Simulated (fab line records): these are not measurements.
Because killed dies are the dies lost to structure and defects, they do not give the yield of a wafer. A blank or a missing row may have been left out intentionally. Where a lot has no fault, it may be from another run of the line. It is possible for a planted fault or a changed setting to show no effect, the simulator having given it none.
Split-lot study    flow berkeley_cmos170    5 lots, 23 wafers read, on a route of 331 steps

## THE SPLIT ITSELF
At UCB170_SILICIDE_SPUTTER_01 (material Ti, target thk 30 nm, time 25 s), the setting power_w was moved away from the recipe's 1500 W on 7 of the 23 wafers read, by -9.5% to +10.5%. The other wafers ran this setting at the recipe's value.

## SPLIT TO READING: what lies between them in the file, 1 step
- UCB170_SILICIDE_RS_MEAS_02: measures by four-point-probe

## THE READING
SILICIDE_TI_THK, in nm, at UCB170_SILICIDE_THK_MEAS_03 (measures by xrf). On this fab line, fault-free wafers typically give 30.6 nm with a standard deviation of 0.47 nm.

wafer   tool, chamber at the split  power_w as run, W  against the recipe  SILICIDE_TI_THK, nm  against lot-mates on the recipe
L074.1  pvd_sputter-01, -           1376               -8.3%               27.2                 -3.6
L074.2  pvd_sputter-01, -           1376               -8.3%               27.7                 -3.1
L074.3  pvd_sputter-01, -           1500               recipe              30.7                 -
L074.4  pvd_sputter-01, -           1500               recipe              31.0                 -
L074.6  pvd_sputter-01, -           1500               recipe              30.7                 -
L077.1  pvd_sputter-04, -           1657               +10.5%              33.7                 +3.2
L077.2  pvd_sputter-04, -           1657               +10.5%              33.8                 +3.2
L077.3  pvd_sputter-04, -           1500               recipe              30.7                 -
L077.4  pvd_sputter-04, -           1500               recipe              30.4                 -
L077.5  pvd_sputter-04, -           1657               +10.5%              34.1                 +3.6
L082.1  pvd_sputter-01, -           1500               recipe              31.0                 -
L082.2  pvd_sputter-01, -           1500               recipe              30.9                 -
L082.3  pvd_sputter-01, -           1500               recipe              30.3                 -
L082.5  pvd_sputter-01, -           1500               recipe              31.1                 -
L082.6  pvd_sputter-01, -           1500               recipe              30.6                 -
L083.1  pvd_sputter-02, -           1500               recipe              30.3                 -
L083.2  pvd_sputter-02, -           1358               -9.5%               27.9                 -2.4
L083.3  pvd_sputter-02, -           1358               -9.5%               27.2                 -3.1
L083.5  pvd_sputter-02, -           1500               recipe              30.2                 -
L083.6  pvd_sputter-02, -           1500               recipe              30.5                 -
L085.2  pvd_sputter-04, -           1500               recipe              30.9                 -
L085.4  pvd_sputter-04, -           1500               recipe              30.5                 -
L085.5  pvd_sputter-04, -           1500               recipe              30.4                 -

FIT RESULTS
A straight line over all 23 wafers: SILICIDE_TI_THK changes by +0.329 nm for each +1% of power_w; r = +0.99; the points scatter about the line by 0.32 nm.
The same after taking each lot's own level away (the mean of its wafers on the recipe; 23 wafers): +0.329 nm for each +1%; r = +0.98; scatter 0.32 nm.
Per that fit: largest power_w move, reading shift of 3.4 nm.
From 30.33 to 30.80 nm: that is the span of the lots' own levels, equal to 1.0 times the standard deviation above.
Hence the lot-to-lot level has little effect on the slope; both slopes agree.
Check: +3.47 nm against its lot-mates is what the line predicts for one of the wafers moved furthest among these (+10.5%) when that wafer is left out of the fit. Against them it came out at +3.15 nm.

## OTHER SPLITS ON THESE WAFERS
Other splits were also applied to these wafers ahead of the reading. Each is held against what the fit with the lots' levels taken away leaves over:
other split on the same wafers    wafers away from the commonest value  r with SILICIDE_TI_THK (lot level and that fit taken away)
UCB170_PSD_PEB_04 peb_temp_c      7                                     -0.10
UCB170_NSD_IMPLANT_08 energy_kev  5                                     -0.09

## THE WHOLE CHAIN: every reading that the file lists as answering this split, in the file's order
step                         what it does                              reading                                                                            change (the file's fit)                r (the file's)
UCB170_SILICIDE_SPUTTER_01   material Ti, target thk 30 nm, time 25 s  Ti_of_SILICIDE_SPUTTER_01.thk_nm (the simulator's own value, which no gauge read)  +0.326 nm for each +1% of the setting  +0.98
UCB170_SILICIDE_RS_MEAS_02   measures by four-point-probe              SILICIDE_TI_RS                                                                     -0.348 for each +1% of the setting     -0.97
UCB170_SILICIDE_THK_MEAS_03  measures by xrf                           SILICIDE_TI_THK                                                                    +0.331 for each +1% of the setting     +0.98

## FILE'S OWN FIT
SILICIDE_TI_THK changes by +0.331 nm for each +1% of power_w, r = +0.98.
